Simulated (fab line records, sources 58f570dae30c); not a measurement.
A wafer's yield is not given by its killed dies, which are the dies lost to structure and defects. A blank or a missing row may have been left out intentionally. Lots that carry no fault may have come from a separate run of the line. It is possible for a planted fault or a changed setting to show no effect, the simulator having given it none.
One fault through the eyes of 2 desks / flow berkeleyCmos170 / every desk sees just its own numbers, and what lay behind them comes last

== THE TOOL OWNER'S DESK: lpcvd-02 ==
The tool's own readings at UCB170_GATE_CVD_04 (deposits poly-Si from SiH4, time 1440 s, target thk 214 nm): means of the sampled wafers that have a number, for each lot that ran on this tool. A lot is out of limits, marked OUT, if its mean lies more than 4 standard deviations from the usual mean; the brackets give that distance.
Columns: A = spikeTcCentreC at UCB170_GATE_CVD_04, usual 612.0 C; B = zonePowerCentrePct at UCB170_GATE_CVD_04, usual 24.6 %; C = zonePowerLoadPct at UCB170_GATE_CVD_04, usual 11.3 %
lot=L365; first seen here=day 7 03:01; A=611.7; B=23.8; C=11.8
lot=L366; first seen here=day 8 04:29; A=612.5; B=24.4; C=11.0
lot=L367; first seen here=day 8 04:29; A=612.1; B=23.7; C=11.7
lot=L368; first seen here=day 8 04:29; A=612.3; B=24.4; C=10.8
lot=L370; first seen here=day 8 10:05; A=611.8; B=24.7; C=10.9
lot=L373; first seen here=day 9 12:13; A=612.2; B=24.5; C=10.9
lot=L378; first seen here=day 10 13:32; A=592.6 (-18) OUT; B=19.2 (-5.4) OUT; C=12.3
lot=L379; first seen here=day 10 13:32; A=592.9 (-17) OUT; B=19.1 (-5.5) OUT; C=12.4
lot=L383; first seen here=day 11 04:17; A=611.3; B=24.4; C=10.9
lot=L384; first seen here=day 11 04:17; A=611.4; B=24.6; C=10.9
Finding of this desk: L378, L379 out of limits; the first was L378 at day 10 13:32, on spikeTcCentreC at UCB170_GATE_CVD_04. L365, L366, L367, L368, L370, L373, L383, L384: within limits.

== AT THE METROLOGY DESK ==
What the gauges read, lot by lot, whatever tool the lot ran on: means of the sampled wafers that have a number. A lot is out of limits, marked OUT, if its mean lies more than 4 standard deviations from the usual mean; the brackets give that distance.
Columns: A = PFIELD_OVL at UCB170_PFIELD_OVL_MEAS_06, usual 1 nm; B = FIELD_OXIDE_THK at UCB170_FIELD_THK_MEAS_02, usual 555 nm; C = PVT_OVL at UCB170_PVT_OVL_MEAS_06, usual 3 nm; D = GATE_POLY_THK at UCB170_GATE_THK_MEAS_05, usual 217.8 nm
lot=L365; first seen here=day 4 21:44; A=5; B=545; C=-3; D=218.9
lot=L366; first seen here=day 5 16:30; A=3; B=567; C=8; D=219.4
lot=L368; first seen here=day 5 16:30; A=2; B=549; C=-1; D=217.6
lot=L367; first seen here=day 5 16:34; A=-3; B=566; C=9; D=218.5
lot=L370; first seen here=day 6 02:56; A=-8; B=564; C=1; D=215.3
lot=L371; first seen here=day 6 09:48; A=6; B=562; C=6; D=218.2
lot=L372; first seen here=day 6 10:02; A=2; B=558; C=0; D=214.7
lot=L373; first seen here=day 6 17:39; A=-1; B=549; C=1; D=216.7
lot=L378; first seen here=day 7 21:49; A=3; B=553; C=1; D=198.2 (-12) OUT
lot=L379; first seen here=day 7 21:54; A=3; B=548; C=2; D=196.8 (-12) OUT
lot=L381; first seen here=day 8 13:19; A=-1; B=550; C=6; D=217.3
lot=L380; first seen here=day 8 15:04; A=-5; B=549; C=4; D=214.1
lot=L383; first seen here=day 9 02:46; A=3; B=552; C=0; D=217.9
lot=L384; first seen here=day 9 02:57; A=-2; B=562; C=-1; D=218.8
Per this desk, out of limits: L378, L379; the first was L378, day 10 14:56 (GATE_POLY_THK at UCB170_GATE_THK_MEAS_05). L365, L366, L368, L367, L370, L371, L372, L373, L381, L380, L383, L384: within limits.

== TAKEN TOGETHER ==
An alarm could have come from the tool owner's desk at day 10 13:32, on L378, L379.
Metrology desk: alarm possible at day 10 14:56 on L378, L379.
All the named lots went through UCB170_GATE_CVD_04 on lpcvd-02.

== WHAT WAS PUT IN BY THE SIMULATOR ==
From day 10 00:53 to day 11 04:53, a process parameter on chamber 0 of lpcvd-02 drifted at UCB170_GATE_CVD_04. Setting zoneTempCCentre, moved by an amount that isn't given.
Shown lots that were struck: L378, L379.
Counting hours from when the fault started, the first reading out of limits came at 13 for the tool owner's desk and at 14 for the metrology desk.
